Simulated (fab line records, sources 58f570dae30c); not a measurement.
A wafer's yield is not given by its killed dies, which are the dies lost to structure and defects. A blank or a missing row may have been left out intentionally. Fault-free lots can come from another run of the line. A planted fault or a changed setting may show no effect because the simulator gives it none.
Struck lot and sound lot, side by side | flow berkeley-cmos170 | 13 out of 331 route steps
Sound: the wafers L803.2, L803.5, L803.6. Wafers L790.4, L790.5, L790.6 were the ones struck. The cause is named last.
Each step with rows lists, per side, the tool, then ch with its chambers, then its first start. Under that, the readings that differ: sound wafers | struck wafers | difference of the means | sigmas: that difference in standard deviations of wafers without a fault.
alike: readings with means less than 2 such deviations apart, plus words and numbers identical on both sides. not compared: withheld readings, readings lacking a value on some wafer, bounds such as >300 that could conceal the same value, and numbers that have no deviation in the record and whose values overlap.
A row with sigmas, a row that says differs or no value, or rows on one side alone: a step with any of these is where the two part. When numbers do not overlap yet have no deviation, they are printed without sigmas and do not part them. Lack of a reading on every wafer of one side parts them only where that side has two or more wafers.

UCB170_NSD_CD_MEAS_06: the cd target is 1200 nm.
  struck on cd-sem-01, day 9 03:29; sound on cd-sem-01, day 11 11:32
  alike: cd-nm
UCB170_NSD_OVL_MEAS_07:
  struck on overlay-01, day 9 03:34; sound on overlay-01, day 11 11:38
  alike: NSD_OVL
then, 1 step without rows for these wafers: UCB170_NSD_IMPLANT_08.
UCB170_NSD_STRIP_09: strips in O2.
  sound on plasma-asher-03 ch 0,1, day 11 11:49; struck on plasma-asher-03 ch 0,1, day 9 03:46
  alike: drypump-motor-current-A, oes-product-au, strip-time-to-endpoint-s
  not compared: rf-hours-counter-h
UCB170_NSD_TW_MEAS_10:
  struck on film-metro-03, day 9 03:52; sound on film-metro-01, day 11 11:56
  reading | sound          | struck         | difference | sigmas
  NSD_TW  | 4224 4231 4225 | 4149 4167 4154 | -70        | -2
then, 4 steps without rows for these wafers: UCB170_NSD_CLEAN_11 (cleans in SPM, time 600 s); UCB170_BACKSIDE_HMDS_00 (prime time 60 s); UCB170_BACKSIDE_COAT_01 (resist thk 900 nm); UCB170_BACKSIDE_SOFTBAKE_02 (time 60 s).
UCB170_BACKSIDE_STRIP_03: strips in O2.
  sound on plasma-asher-01 ch 0,1, day 11 12:45; struck on plasma-asher-02 ch 0,1, day 9 04:59
  reading                      | sound             | struck            | difference | sigmas
  strip-time-to-endpoint-s (s) | 22.08 22.04 22.06 | 21.91 21.94 21.89 | -0.15      | -3
  alike: drypump-motor-current-A, oes-product-au
  not compared: rf-hours-counter-h
then, 1 step without rows for these wafers: UCB170_BACKSIDE_CLEAN_04 (cleans in SPM, time 600 s).
UCB170_SDANNEAL_RTA_00: time 10 s.
  sound on rtp-anneal-01 ch 0, day 11 13:02; struck on rtp-anneal-02 ch 0, day 9 05:16
  reading           | sound             | struck            | difference | sigmas
  anneal-temp-c-max | 903.2 902.9 904.2 | 906.5 905.0 905.6 | +2.3       | +2
  alike: chamber-o2-ppm, lamp-power-pct, wafer_temp_C_max
UCB170_SDANNEAL_RTA_01: time 5 s.
  struck on rtp-anneal-02, day 9 05:20; sound on rtp-anneal-01 ch 0, day 11 13:06
  no value came back on the struck wafers for anneal-temp-c-max, chamber-o2-ppm, lamp-power-pct (%), wafer_temp_C_max; on the sound wafers anneal-temp-c-max reads 1053.1 1054.6 1052.6

## WHERE THEY PART
At UCB170_NSD_TW_MEAS_10 first; at UCB170_SDANNEAL_RTA_01 last (within this record only).

WHY: the cause the simulator had injected
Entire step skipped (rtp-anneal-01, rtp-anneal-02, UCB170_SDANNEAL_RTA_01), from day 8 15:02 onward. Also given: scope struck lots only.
